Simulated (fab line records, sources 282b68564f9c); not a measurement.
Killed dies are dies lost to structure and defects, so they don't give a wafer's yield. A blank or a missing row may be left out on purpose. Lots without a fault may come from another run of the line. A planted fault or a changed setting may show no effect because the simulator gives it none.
A struck lot beside a sound one | flow rit_cmos | 26 steps out of a route of 202
Sound: wafers L894.1, L894.2, L894.4. Struck: wafers L891.1, L891.3, L891.4. The cause comes at the end.
At each step with rows: each side's tool, then ch and its chambers, then its first start. Under that, the readings that differ: sound wafers | struck wafers | difference of the means | sigmas: that difference in standard deviations of wafers without a fault.
alike: readings whose means differ by less than 2 such deviations, and words and numbers that are the same on both sides. not compared: withheld readings, readings that some wafer has no value for, bounds like >300 that may hide the same value, and numbers for which the record gives no deviation and whose values overlap.
The two part at a step that has a row with sigmas, a row that says differs or no value, or rows on one side only. Numbers that don't overlap but have no deviation are shown without sigmas and don't part them. A reading that every wafer of one side lacks parts them only if that side has two wafers or more.

first, 1 step without rows for these wafers: RIT_SPACER_CVD_03 (deposits Si3N4 from SiH2Cl2/NH3, target thk 250 nm, time 3300 s).
RIT_SPACER_THK_MEAS_04:
  sound on film_metro-02, day 5 07:07; struck on film_metro-02, day 4 13:56
  reading                 | sound             | struck            | difference | sigmas
  SPACER_NITRIDE_THK (nm) | 247.3 246.8 249.0 | 252.5 252.7 252.0 | +4.7       | +2
RIT_SPACER_ETCHBACK_05: etches Si3N4 in SF6/CHF3, stops on SiO2, target depth 250 nm, time 240 s.
  sound on rie_diel-02 ch 0,1,3, day 5 07:11; struck on rie_diel-03 ch 0,2,3, day 4 14:00
  alike: drypump_motor_current_A, oes_product_au, throttle_valve_pct
  not compared: rf_hours_counter_h
then, 6 steps without rows for these wafers: RIT_NSD_HMDS_00 (prime time 60 s); RIT_NSD_COAT_01 (resist thk 1000 nm); RIT_NSD_SOFTBAKE_02 (time 60 s); RIT_NSD_EXPOSE_03 (exposes mask M9, target cd 40700 nm); RIT_NSD_PEB_04; RIT_NSD_DEVELOP_05 (develop time 50 s).
RIT_NSD_OVL_MEAS_06:
  sound on overlay-01, day 5 08:11; struck on overlay-02, day 4 15:07
  alike: NSD_OVL
then, 2 steps without rows for these wafers: RIT_NSD_HARDBAKE_07 (time 60 s); RIT_NSD_IMPLANT_08.
RIT_NSD_STRIP_09: strips in O2, time 180 s.
  sound on plasma_asher-04 ch 0,1, day 5 08:31; struck on plasma_asher-02 ch 0,1, day 4 15:28
  no value came back on the struck wafers for chamber_pressure_mTorr (mTorr), drypump_motor_current_A (A), o2_flow_sccm (sccm); on the sound wafers chamber_pressure_mTorr (mTorr) reads 3996 3998 4002
  reading                                  | sound | struck          | difference | sigmas
  model.NOVOLAK_of_NSD_COAT_01.thk_nm (nm) | 0 0 0 | 884.4 882.2 881 | +882.5     |
  not compared: rf_hours_counter_h
RIT_NSD_TW_MEAS_10:
  sound on film_metro-03, day 5 08:41; struck on film_metro-01, day 4 15:38
  reading | sound          | struck         | difference | sigmas
  NSD_TW  | 3174 3161 3159 | 3103 3108 3103 | -60        | -2
then, 6 steps without rows for these wafers: RIT_PSD_HMDS_00 (prime time 60 s); RIT_PSD_COAT_01 (resist thk 1000 nm); RIT_PSD_SOFTBAKE_02 (time 60 s); RIT_PSD_EXPOSE_03 (exposes mask M10, target cd 40900 nm); RIT_PSD_PEB_04; RIT_PSD_DEVELOP_05 (develop time 50 s).
RIT_PSD_OVL_MEAS_06:
  sound on overlay-02, day 5 09:36; struck on overlay-02, day 4 16:32
  alike: PSD_OVL
then, 2 steps without rows for these wafers: RIT_PSD_HARDBAKE_07 (time 60 s); RIT_PSD_IMPLANT_08.
RIT_PSD_STRIP_09: strips in O2, time 180 s.
  sound on plasma_asher-02 ch 0,1, day 5 09:56; struck on plasma_asher-02 ch 0,1, day 4 16:53
  alike: chamber_pressure_mTorr, drypump_motor_current_A, o2_flow_sccm
  not compared: rf_hours_counter_h
RIT_PSD_TW_MEAS_10:
  sound on film_metro-03, day 5 10:07; struck on film_metro-04, day 4 17:04
  reading | sound          | struck   | difference | sigmas
  PSD_TW  | 3492 3497 3491 | 30 30 30 | -3463      | -96
then, 1 step without rows for these wafers: RIT_SDANNEAL_CLEAN_00 (cleans in SC1, time 600 s).

WHERE THEY PART
First at RIT_SPACER_THK_MEAS_04; last, within this record, at RIT_PSD_TW_MEAS_10.

WHY: what the simulator had put in
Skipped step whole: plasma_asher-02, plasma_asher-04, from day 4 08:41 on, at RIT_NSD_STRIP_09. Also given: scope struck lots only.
